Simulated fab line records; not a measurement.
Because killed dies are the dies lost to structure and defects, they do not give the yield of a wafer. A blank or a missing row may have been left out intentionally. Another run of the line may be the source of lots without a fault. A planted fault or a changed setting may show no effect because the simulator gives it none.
Which of the tools did it? + flow rit_cmos + 14 lots, 42 wafers sampled, at 1 step of a route of 202

WHAT THE GAUGES SHOWED, per wafer
No reading from a measuring or inspecting step in the record can be judged against a usual standard deviation.

WHICH TOOL RAN EACH LOT (tool, then ch and the chambers of the sampled wafers, then the start)
| lot  | RIT_NRETRO_EXPOSE_03               |
|------|------------------------------------|
| L236 | iline_stepper-02 ch 0, day 2 15:01 |
| L238 | iline_stepper-02 ch 0, day 3 02:42 |
| L241 | iline_stepper-02 ch 0, day 3 16:34 |
| L242 | iline_stepper-01 ch 0, day 4 02:47 |
| L243 | iline_stepper-01, day 4 07:47      |
| L245 | iline_stepper-02, day 4 15:37      |
| L250 | iline_stepper-02 ch 0, day 5 14:16 |
| L251 | iline_stepper-02 ch 0, day 5 19:20 |
| L252 | iline_stepper-02 ch 0, day 5 23:47 |
| L253 | iline_stepper-01 ch 0, day 6 05:14 |
| L254 | iline_stepper-01 ch 0, day 6 08:37 |
| L255 | iline_stepper-01 ch 0, day 6 13:42 |
| L256 | iline_stepper-02 ch 0, day 6 19:34 |
| L257 | iline_stepper-02 ch 0, day 7 00:44 |
- RIT_NRETRO_EXPOSE_03: exposes mask M4, target cd 43900 nm.

AS READ BY THE TOOLS THEMSELVES (means over the sampled wafers that have a number; for cases with no such wafer, the mark the record gives instead)
RIT_NRETRO_EXPOSE_03. Usual: exposure_dose_mJ_cm2 250.03, standard deviation 0.23; focus_offset_nm 0.1 nm, standard deviation 0.55; stage_vel_mm_s 500.07 mm/s, standard deviation 0.23.
| lot  | tool             | exposure_dose_mJ_cm2 | focus_offset_nm (nm) | stage_vel_mm_s (mm/s) | flag |
|------|------------------|----------------------|----------------------|-----------------------|------|
| L236 | iline_stepper-02 | 249.80               | 0.2                  | 499.97                |      |
| L238 | iline_stepper-02 | 250.07               | -0.2                 | 500.21                |      |
| L241 | iline_stepper-02 | 250.17               | 0.3                  | 500.17                |      |
| L242 | iline_stepper-01 | 250.15               | -0.0                 | 500.26                |      |
| L243 | iline_stepper-01 | -                    | -                    | -                     | OFF  |
| L245 | iline_stepper-02 | -                    | -                    | -                     | OFF  |
| L250 | iline_stepper-02 | 249.91               | 0.0                  | 500.04                |      |
| L251 | iline_stepper-02 | 249.92               | -0.3                 | 500.16                |      |
| L252 | iline_stepper-02 | 250.10               | 0.4                  | 500.01                |      |
| L253 | iline_stepper-01 | 250.11               | -0.3                 | 500.16                |      |
| L254 | iline_stepper-01 | 250.22               | -0.1                 | 499.93                |      |
| L255 | iline_stepper-01 | 249.88               | -0.2                 | 500.02                |      |
| L256 | iline_stepper-02 | 249.95               | 0.0                  | 499.76                |      |
| L257 | iline_stepper-02 | 250.15               | 0.2                  | 500.17                |      |

THE ANSWER, worked out from the rows above alone
Rule: lot off if the mean of its wafers having a number is beyond 3 standard deviations from the usual mean. Also off: a lot with no number at a reading for which 4 or more lots have one. Any other lot the step has rows for is counted as sound. First the gauges in route order, then the tools' own readings, where a lot's mean is used as printed above. At the first step where some lot is off, the reading lying furthest off is the one used; lots without a number count as furthest.
Off at RIT_NRETRO_EXPOSE_03 (exposure_dose_mJ_cm2): L243, L245. Without a number there: L243, L245.
A tool fits if, at that step or a process step before it, it ran every lot that is off, and no sound lot after the first of them. Not one of the candidates tried fits.

WHAT THE SIMULATOR PUT IN
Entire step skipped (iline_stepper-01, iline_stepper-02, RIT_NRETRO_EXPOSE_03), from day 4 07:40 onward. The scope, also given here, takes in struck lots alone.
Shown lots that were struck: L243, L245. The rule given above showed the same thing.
